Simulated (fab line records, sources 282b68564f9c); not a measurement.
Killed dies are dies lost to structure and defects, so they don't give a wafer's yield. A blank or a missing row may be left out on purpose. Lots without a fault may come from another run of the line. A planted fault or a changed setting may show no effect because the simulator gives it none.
fab line records | flow rit_cmos
record lots=13 wafers=39 last_day=7
route steps=202 shown FOX2@80 SILICIDE@167 CONTACT@179 M1@198
lots that met no fault: from a run of the same line without faults
start_h: hours from the record's first day to the start of the lot's first wafer shown | wait_h: hours since the lot's step before | " the same as in the row above | L1.1+2: a row that stands for several wafers | - no value, or no start given | * or withheld: withheld | < > ~ a bound
route shown NAME@n: a module of which the file shows steps, and the number in the route of the first | usual: mean/standard deviation of fault-free wafers | same: alike in all rows | chamber/n: place in a boat | sites: the reading at each site | _std_site: their standard deviation | _edge_site: outer sites' mean less inner sites' | radius_mm: how far each site lies from the wafer's centre | mask NAME#n: copy n | behind: the tool/chamber that last shaped the wafer | hold: why the lot was held/for how many hours/how that ended | device: the transistor (n, p or np) that didn't switch | end of line: the same wafers' tests at the end of the route | a step without rows: its recipe alone | killed: dies lost to structure and defects at the first sort, not the wafer's yield | map: a wafer's dies, x killed, . not, _ none there
set.NAME: the setting as run; set.NAME@STEP: as run at that earlier step | model.NAME: the simulator's own value behind a step, which no gauge read
steps of the route over a sample of lots; a table a step, a row a wafer
services: from which hour (start_h, from the record's first day; less than 0 if before it) a tool's chamber was out of use, for how many hours, and why
## steps
# step RIT_FOX2_THK_MEAS_91
# recipe reads=SiO2_of_FOX2_OXIDATION_00
# usual FIELD_OXIDE_LEFT_2_THK=256/8
# columns lot.wafer tool chamber start_h wait_h FIELD_OXIDE_LEFT_2_THK[nm]
L447.1 film_metro-04 - 37.30 0.0 268
L447.4 " - " " 269
L447.5 " - " " 270
L448.1 film_metro-04 - 41.22 0.0 245
L448.2 " - " " 248
L448.5 " - " " 247
L449.2 film_metro-01 - 43.36 0.0 245
L449.3 " - " " 242
L449.6 " - " " 246
L450.1 film_metro-01 - 49.67 0.0 262
L450.5 " - " " 265
L450.6 " - " " 260
L451.2 film_metro-01 - 54.10 0.0 237
L451.4 " - " " 247
L451.6 " - " " 241
L452.2 film_metro-04 - 59.28 0.0 269
L452.3 " - " " 268
L452.5 " - " " 271
L453.2 film_metro-01 - 64.20 0.0 263
L453.3 " - " " 257
L453.6 " - " " 257
L459.4 film_metro-02 - 96.32 0.0 257
L459.5 " - " " 260
L459.6 " - " " 258
L462.3 film_metro-04 - 110.20 0.0 244
L462.4 " - " " 250
L462.5 " - " " 245
L464.2 film_metro-04 - 122.24 0.0 247
L464.5 " - " " 247
L464.6 " - " " 250
L465.1 film_metro-02 - 126.73 0.0 248
L465.3 " - " " 256
L465.4 " - " " 250
L466.2 film_metro-01 - 129.60 0.0 257
L466.3 " - " " 253
L466.4 " - " " 262
L468.1 film_metro-01 - 142.05 0.0 256
L468.4 " - " " 264
L468.5 " - " " 258
# step RIT_SILICIDE_RTA_06
# recipe temp_c=750 time_s=10 idle_temp_c=25 ramp_up_s=5 ramp_down_s=10 cool_to_c=25 ambient=N2
# usual chamber_o2_ppm=1.998/0.023 wafer_temp_C_max=752.7/0.71
# same time_s=10
# columns lot.wafer tool chamber start_h wait_h chamber_o2_ppm wafer_temp_C_max
L447.1 rtp_anneal-02 0 57.16 0.0 2.006 753.2
L447.4 " 0 " " 1.960 752.6
L447.5 " 0 " " 1.937 752.5
L448.1 rtp_anneal-01 0 59.94 0.0 1.977 754.9
L448.2 " 0 " " 1.996 753.2
L448.5 " 0 " " 2.016 751.8
L449.2 rtp_anneal-02 0 63.10 0.0 1.994 753.0
L449.3 " 0 " " 1.987 752.4
L449.6 " 0 " " 1.982 752.0
L450.1 rtp_anneal-01 0 70.85 0.0 1.996 753.2
L450.5 " 0 " " 2.008 753.7
L450.6 " 0 " " 2.007 752.8
L451.2 rtp_anneal-02 0 73.24 0.0 1.981 752.7
L451.4 " 0 " " 1.988 752.5
L451.6 " 0 " " 1.963 751.3
L452.2 rtp_anneal-01 0 79.70 0.0 2.003 752.7
L452.3 " 0 " " 1.989 753.5
L452.5 " 0 " " 2.021 753.1
L453.2 rtp_anneal-02 0 83.18 0.0 2.025 752.8
L453.3 " 0 " " 2.006 752.8
L453.6 " 0 " " 2.036 752.4
L459.4 rtp_anneal-02 0 118.82 0.0 2.015 752.6
L459.5 " 0 " " 2.021 751.7
L459.6 " 0 " " 1.996 752.9
L462.3 rtp_anneal-01 0 131.02 0.0 2.022 752.1
L462.4 " 0 " " 1.987 753.0
L462.5 " 0 " " 2.037 753.2
L464.2 rtp_anneal-01 0 141.89 0.0 2.028 753.1
L464.5 " 0 " " 2.017 752.3
L464.6 " 0 " " 2.032 754.6
L465.1 rtp_anneal-02 0 145.77 0.0 1.976 752.7
L465.3 " 0 " " 2.007 751.8
L465.4 " 0 " " 1.949 752.6
L466.2 rtp_anneal-01 0 151.70 0.0 1.973 752.5
L466.3 " 0 " " 1.950 754.6
L466.4 " 0 " " 1.997 753.8
L468.1 rtp_anneal-01 0 163.01 0.0 1.986 753.1
L468.4 " 0 " " 1.993 753.0
L468.5 " 0 " " 1.975 752.2
# step RIT_CONTACT_ETCH_11
# recipe target_depth_a=4800 over_etch_frac=0.2 stop_on=TiSi2 chemistry=CHF3/CF4/Ar target=SiO2 CHF3_flow_sccm=50 cf4_flow_sccm=10 Ar_flow_sccm=100 O2_flow_sccm=5 pressure_mtorr=100 rf_w=200 time_s=320
# usual chamber_pressure_mTorr=100.00/0.091 drypump_motor_current_A=5.7/0.54 oes_product_au=0.986/0.012 over_etch_frac=0.2/0 throttle_valve_pct=8.87/0.14
# same time_s=320
# columns lot.wafer tool chamber start_h wait_h chamber_pressure_mTorr drypump_motor_current_A oes_product_au over_etch_frac rf_hours_counter_h throttle_valve_pct
L447.1 rie_diel-04 0 58.88 0.1 99.86 5.7 0.980 0.2 8 9.11
L447.4 " 1 " " 100.00 5.6 0.987 0.2 122 8.84
L447.5 " 1 " " 100.06 5.6 0.989 0.2 - 8.83
L448.1 rie_diel-01 0 61.62 0.1 100.07 5.5 0.972 0.2 7 8.91
L448.2 " 3 " " 99.97 6.2 0.989 0.2 53 9.04
L448.5 " 3 " " 99.93 6.2 0.989 0.2 - 9.00
L449.2 rie_diel-03 1 64.72 0.1 99.93 6.0 0.980 0.2 123 8.64
L449.3 " 0 " " 100.01 5.7 1.016 0.2 49 8.95
L449.6 " 3 " " 99.96 5.7 0.984 0.2 - 8.76
L450.1 rie_diel-04 1 72.58 0.1 99.85 5.6 0.992 0.2 122 8.83
L450.5 " 0 " " 99.96 5.6 0.996 0.2 - 9.11
L450.6 " 1 " " 99.96 5.6 0.995 0.2 - 8.83
L451.2 rie_diel-03 1 74.80 0.1 100.05 6.0 0.982 0.2 123 8.63
L451.4 " 2 " " 100.05 5.7 0.986 0.2 - 8.73
L451.6 " 1 " " 99.89 6.0 0.990 0.2 - 8.62
L452.2 rie_diel-03 3 81.27 0.1 99.96 5.8 0.975 0.2 14 8.74
L452.3 " 0 " " 99.97 5.7 1.015 0.2 49 8.93
L452.5 " 2 " " 99.86 5.7 0.992 0.2 - 8.73
L453.2 rie_diel-01 2 84.62 0.1 100.04 5.0 0.995 0.2 7 8.90
L453.3 " 3 " " 100.19 6.2 0.973 0.2 53 9.02
L453.6 " 1 " " 100.08 6.0 1.001 0.2 - 8.95
L459.4 rie_diel-01 2 120.23 0.1 100.12 5.0 0.999 0.2 8 8.90
L459.5 " 3 " " 99.92 6.2 0.983 0.33248 - 9.02
L459.6 " 2 " " 99.92 5.0 0.981 0.2 - 8.90
L462.3 rie_diel-01 0 132.60 0.1 100.01 5.5 0.976 0.2 8 8.93
L462.4 " 3 " " 99.89 6.2 0.986 0.33248 54 9.02
L462.5 " 1 " " 100.20 5.9 1.004 0.2 - 8.93
L464.2 rie_diel-04 0 143.46 0.1 99.85 5.7 0.980 0.2 10 9.13
L464.5 " 1 " " 99.79 5.6 0.986 0.2 - 8.82
L464.6 " 2 " " 100.12 4.6 0.975 0.2 - 8.66
L465.1 rie_diel-03 1 147.42 0.1 100.16 6.0 0.971 0.2 124 8.63
L465.3 " 0 " " 100.04 5.7 1.018 0.2 50 8.94
L465.4 " 3 " " 99.94 5.8 0.978 0.2 15 8.75
L466.2 rie_diel-04 3 153.21 0.1 99.90 6.7 0.987 0.2 143 8.85
L466.3 " 1 " " 100.11 5.6 0.987 0.2 124 8.84
L466.4 " 2 " " 99.85 4.6 0.972 0.2 104 8.64
L468.1 rie_diel-04 2 164.70 0.1 100.03 4.6 0.965 0.2 105 8.66
L468.4 " 3 " " 99.95 6.8 0.982 0.2 143 8.88
L468.5 " 0 " " 100.09 5.6 0.989 0.2 - 9.11
# step RIT_M1_STRIP_14
# recipe chemistry=O2 time_s=180 platen_temp_c=withheld power_w=500 pressure_mtorr=4000 o2_flow_sccm=4000
# usual chamber_pressure_mTorr=4000/3.4 drypump_motor_current_A=5.46/0.2
# same time_s=180
# columns lot.wafer tool chamber start_h wait_h chamber_pressure_mTorr drypump_motor_current_A rf_hours_counter_h
L447.1 plasma_asher-01 0 61.98 0.0 4006 5.62 27
L447.4 " 1 " " 3996 5.12 -
L447.5 " 0 " " 4000 5.61 -
L448.1 plasma_asher-01 1 64.68 0.0 3999 5.15 27
L448.2 " 0 " " 4001 5.63 27
L448.5 " 0 " " 3998 5.64 -
L449.2 plasma_asher-03 1 67.67 0.0 3996 5.57 43
L449.3 " 1 " " 4004 5.59 -
L449.6 " 1 " " 3998 5.55 -
L450.1 plasma_asher-02 1 75.55 0.0 4006 5.50 43
L450.5 " 1 " " 4009 5.52 -
L450.6 " 0 " " 3998 5.48 -
L451.2 plasma_asher-01 1 77.95 0.0 4004 5.15 28
L451.4 " 1 " " 3999 5.13 -
L451.6 " 1 " " 4004 5.15 -
L452.2 plasma_asher-02 0 84.48 0.0 4001 5.46 43
L452.3 " 0 " " 3996 5.43 -
L452.5 " 1 " " 3996 5.51 -
L453.2 plasma_asher-02 0 87.56 0.0 4005 5.47 44
L453.3 " 1 " " 4000 5.51 -
L453.6 " 1 " " 4000 5.51 -
L459.4 plasma_asher-01 0 123.39 0.1 4004 5.62 -
L459.5 " 0 " " 3993 5.64 -
L459.6 " 1 " " 3997 5.14 -
L462.3 plasma_asher-01 1 135.71 0.1 3997 5.13 -
L462.4 " 0 " " 4002 5.68 -
L462.5 " 0 " " 4002 5.67 -
L464.2 plasma_asher-03 1 146.41 0.0 4000 5.57 3
L464.5 " 1 " " 3996 5.56 -
L464.6 " 0 " " 4004 5.65 -
L465.1 plasma_asher-01 0 150.39 0.0 4001 5.65 36
L465.3 " 1 " " 4000 5.14 -
L465.4 " 0 " " 4000 5.62 -
L466.2 plasma_asher-02 0 156.19 0.0 4000 5.45 51
L466.3 " 1 " " 3998 5.53 -
L466.4 " 0 " " 3997 5.48 -
L468.1 plasma_asher-01 1 167.65 0.0 4000 5.11 38
L468.4 " 0 " " 3997 5.65 -
L468.5 " 1 " " 3999 5.15 -
# step RIT_M1_PROBE_99
# usual killed_at_contacts=0.1/0.23 killed_at_front_end=6.7/2.7 killed_dies=6.7/2.7 killed_open=3.2/1.8 killed_short=3.5/1.9
# same gross_dies=264 killed_at_M0_to_M3=0 killed_at_M4_up=0 killed_at_back_side=0 killed_at_other=0
# columns lot.wafer tool chamber start_h wait_h killed_at_contacts killed_at_front_end killed_dies killed_open killed_short
L447.1 prober-01 - 63.90 0.1 0 4 4 2 2
L447.4 prober-01 - 64.05 0.2 0 3 3 1 2
L447.5 prober-01 - 64.10 0.2 0 5 5 3 2
L448.1 prober-02 - 66.59 0.1 0 11 11 7 4
L448.2 prober-02 - 66.64 0.1 1 1 2 2 0
L448.5 prober-02 - 66.79 0.2 0 9 9 5 4
L449.2 prober-01 - 69.64 0.1 0 7 7 2 5
L449.3 prober-01 - 69.69 0.2 0 10 10 7 3
L449.6 prober-01 - 69.84 0.2 0 6 6 4 2
L450.1 prober-02 - 77.46 0.1 0 10 10 6 4
L450.5 prober-02 - 77.66 0.2 0 7 7 3 4
L450.6 prober-02 - 77.71 0.2 0 4 4 2 2
L451.2 prober-01 - 79.92 0.1 0 8 8 5 3
L451.4 prober-01 - 80.02 0.2 0 6 6 3 3
L451.6 prober-01 - 80.12 0.2 0 10 10 4 6
L452.2 prober-02 - 86.44 0.1 0 9 9 5 4
L452.3 prober-02 - 86.49 0.2 0 3 3 2 1
L452.5 prober-02 - 86.59 0.2 0 6 6 2 4
L453.2 prober-01 - 89.52 0.1 0 6 6 3 3
L453.3 prober-01 - 89.57 0.2 0 7 7 5 2
L453.6 prober-01 - 89.72 0.2 0 11 11 4 7
L459.4 prober-02 - 125.40 0.2 0 2 2 0 2
L459.5 prober-02 - 125.45 0.2 0 4 4 0 4
L459.6 prober-02 - 125.50 0.2 0 2 2 1 1
L462.3 prober-01 - 137.67 0.2 0 7 7 4 3
L462.4 prober-01 - 137.72 0.2 0 8 8 4 4
L462.5 prober-01 - 137.77 0.2 0 10 10 2 8
L464.2 prober-01 - 148.38 0.1 0 5 5 4 1
L464.5 prober-01 - 148.53 0.2 0 5 5 3 2
L464.6 prober-01 - 148.58 0.2 0 12 12 6 6
L465.1 prober-02 - 152.31 0.1 0 9 9 4 5
L465.3 prober-02 - 152.41 0.2 0 11 11 7 4
L465.4 prober-02 - 152.46 0.2 0 14 14 5 9
L466.2 prober-01 - 158.15 0.1 0 6 6 1 5
L466.3 prober-01 - 158.20 0.2 1 3 4 1 3
L466.4 prober-01 - 158.25 0.2 0 6 6 3 3
L468.1 prober-01 - 169.57 0.1 0 3 3 1 2
L468.4 prober-01 - 169.72 0.2 0 3 3 1 2
L468.5 prober-01 - 169.77 0.2 0 5 5 4 1
# killed by level:class
L447.1 GATE:geometric_particle:open=1 GATE:geometric_particle:short=1 REOX:geometric_particle:open=1 SPACER:geometric_particle:short=1
L447.4 FOX1:geometric_particle:short=1 FOX2:geometric_particle:open=1 REOX:geometric_particle:short=1
L447.5 GATE:geometric_particle:open=3 GATE:geometric_particle:short=1 SILICIDE:geometric_particle:short=1
L448.1 SILICIDE:geometric_particle:open=4 FOX1:geometric_particle:short=3 FOX1:geometric_particle:open=1 GATE:geometric_particle:open=1 SPACER:geometric_particle:short=1 SPACER:geometric_particle:open=1
L448.2 SILICIDE:geometric_particle:open=1 CONTACT:geometric_particle:open=1
L448.5 GATE:geometric_particle:open=4 GATE:geometric_particle:short=2 FOX1:geometric_particle:short=1 FOX2:geometric_particle:short=1 SILICIDE:geometric_particle:open=1
L449.2 GATE:geometric_particle:short=2 REOX:geometric_particle:short=2 GATE:geometric_particle:open=1 SPACER:geometric_particle:open=1 SILICIDE:geometric_particle:short=1
L449.3 GATE:geometric_particle:short=3 GATE:geometric_particle:open=3 SPACER:geometric_particle:open=2 FOX2:geometric_particle:open=1 SILICIDE:geometric_particle:open=1
L449.6 GATE:geometric_particle:open=2 FOX1:geometric_particle:open=1 FOX2:geometric_particle:short=1 GATE:geometric_particle:short=1 SPACER:geometric_particle:open=1
L450.1 FOX1:geometric_particle:short=2 GATE:geometric_particle:open=2 GATE:geometric_particle:short=2 FOX2:geometric_particle:open=1 REOX:geometric_particle:open=1 SPACER:geometric_particle:open=1 SILICIDE:geometric_particle:open=1
L450.5 SPACER:geometric_particle:short=3 FOX1:geometric_particle:open=1 FOX1:geometric_particle:short=1 GATE:geometric_particle:open=1 REOX:geometric_particle:open=1
L450.6 REOX:geometric_particle:open=2 FOX2:geometric_particle:short=1 GATE:geometric_particle:short=1
L451.2 FOX1:geometric_particle:open=2 FOX1:geometric_particle:short=1 GATE:geometric_particle:open=1 GATE:geometric_particle:short=1 REOX:geometric_particle:open=1 SPACER:geometric_particle:short=1 SILICIDE:geometric_particle:open=1
L451.4 FOX1:geometric_particle:open=1 FOX1:geometric_particle:short=1 GATE:geometric_particle:short=1 FOX2:geometric_particle:short=1 GATE:geometric_particle:open=1 REOX:geometric_particle:open=1
L451.6 FOX1:geometric_particle:short=3 GATE:geometric_particle:short=3 REOX:geometric_particle:open=2 SPACER:geometric_particle:open=1 SILICIDE:geometric_particle:open=1
L452.2 FOX1:geometric_particle:short=3 FOX1:geometric_particle:open=2 GATE:geometric_particle:open=2 ACTIVE:geometric_particle:short=1 SPACER:geometric_particle:open=1
L452.3 GATE:geometric_particle:open=1 SPACER:geometric_particle:open=1 SPACER:geometric_particle:short=1
L452.5 SPACER:geometric_particle:short=2 FOX1:geometric_particle:short=1 GATE:geometric_particle:short=1 SPACER:geometric_particle:open=1 SILICIDE:geometric_particle:open=1
L453.2 GATE:geometric_particle:open=2 REOX:geometric_particle:short=2 FOX1:geometric_particle:short=1 SPACER:geometric_particle:open=1
L453.3 FOX1:geometric_particle:open=2 GATE:geometric_particle:open=2 GATE:geometric_particle:short=2 SILICIDE:geometric_particle:open=1
L453.6 FOX2:geometric_particle:short=3 GATE:geometric_particle:short=2 SILICIDE:geometric_particle:open=2 FOX1:geometric_particle:short=1 FOX2:geometric_particle:open=1 GATE:geometric_particle:open=1 REOX:geometric_particle:short=1
L459.4 GATE:geometric_particle:short=2
L459.5 GATE:geometric_particle:short=3 FOX1:geometric_particle:short=1
L459.6 GATE:geometric_particle:short=1 GATE:geometric_particle:open=1
L462.3 GATE:geometric_particle:open=3 GATE:geometric_particle:short=3 SILICIDE:geometric_particle:open=1
L462.4 GATE:geometric_particle:open=3 GATE:geometric_particle:short=2 FOX2:geometric_particle:open=1 REOX:geometric_particle:short=1 SPACER:geometric_particle:short=1
L462.5 FOX2:geometric_particle:short=3 FOX1:geometric_particle:short=2 FOX1:geometric_particle:open=2 GATE:geometric_particle:short=2 REOX:geometric_particle:short=1
L464.2 SPACER:geometric_particle:open=3 FOX2:geometric_particle:open=1 FOX2:geometric_particle:short=1
L464.5 SPACER:geometric_particle:open=2 FOX2:geometric_particle:short=1 FOX2:geometric_particle:open=1 GATE:geometric_particle:short=1
L464.6 GATE:geometric_particle:open=3 SPACER:geometric_particle:short=3 SPACER:geometric_particle:open=3 GATE:geometric_particle:short=2 REOX:geometric_particle:short=1
L465.1 GATE:geometric_particle:open=3 REOX:geometric_particle:short=2 SILICIDE:geometric_particle:short=2 FOX1:geometric_particle:open=1 GATE:geometric_particle:short=1
L465.3 GATE:geometric_particle:open=3 FOX1:geometric_particle:open=2 SILICIDE:geometric_particle:short=2 FOX1:geometric_particle:short=1 REOX:geometric_particle:open=1 SPACER:geometric_particle:short=1 SILICIDE:geometric_particle:open=1
L465.4 FOX2:geometric_particle:short=3 REOX:geometric_particle:short=3 SPACER:geometric_particle:open=3 FOX1:geometric_particle:short=2 FOX1:geometric_particle:open=1 GATE:geometric_particle:open=1 SILICIDE:geometric_particle:short=1
L466.2 GATE:geometric_particle:short=2 REOX:geometric_particle:short=2 FOX1:geometric_particle:short=1 GATE:geometric_particle:open=1
L466.3 SPACER:geometric_particle:short=2 SPACER:geometric_particle:open=1 CONTACT:geometric_particle:short=1
L466.4 GATE:geometric_particle:open=2 FOX1:geometric_particle:short=1 REOX:geometric_particle:open=1 REOX:geometric_particle:short=1 SILICIDE:geometric_particle:short=1
L468.1 REOX:geometric_particle:short=1 SPACER:geometric_particle:open=1 SILICIDE:geometric_particle:short=1
L468.4 GATE:geometric_particle:short=2 SPACER:geometric_particle:open=1
L468.5 FOX1:geometric_particle:open=2 SILICIDE:geometric_particle:open=2 GATE:geometric_particle:short=1
## services
# columns tool chamber start_h hours kind
rie_diel-01 1 44.55 - clean
rie_diel-01 1 44.55 21.6 scheduled_down
rie_diel-01 1 44.55 21.6 vent_cycle
rie_diel-04 3 67.73 3.4 repair
rie_diel-03 0 71.79 4.9 repair
rie_diel-01 - 80.61 2.8 pm
rie_diel-01 0 95.68 8.3 repair
plasma_asher-03 - 108.84 9.0 pm
plasma_asher-03 0 108.84 9.0 vent_cycle
plasma_asher-03 1 108.84 9.0 vent_cycle
plasma_asher-03 0 117.84 - clean
plasma_asher-03 1 117.84 - clean
rie_diel-01 3 120.95 7.5 repair
rie_diel-03 1 123.37 3.4 repair
rie_diel-01 2 139.92 24.4 repair
rie_diel-03 - 155.37 14.6 pm
## key
first_sign step=RIT_CONTACT_ETCH_11 reading=over_etch_frac direction=up sigmas=99+ usual=0.2 struck=0.33248
effect none on later readings
met_at RIT_CONTACT_ETCH_11
struck_lots L459,L462
struck_wafers L459.5,L462.4
tester_left_out L459,L462
not_acting_at RIT_FOX2_THK_MEAS_91,RIT_SILICIDE_RTA_06,RIT_M1_STRIP_14
onset_between 84.62 120.23
fault kind=process_parameter_drift tool=rie_diel-01 chamber=3 onset_h=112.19 steps=RIT_CONTACT_ETCH_11 channel=over_etch_frac offset=0.13248 shape=step end_h=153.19 acts_in=these_recipes_only stated=0.2
# tester_left_out: of these lots the tester's yield and bins aren't shown, on N5 and GAA mostly nor the transistor test; their killed dies are dies lost to structure and defects alone, not to doping, threshold or leakage, so they don't give the yield
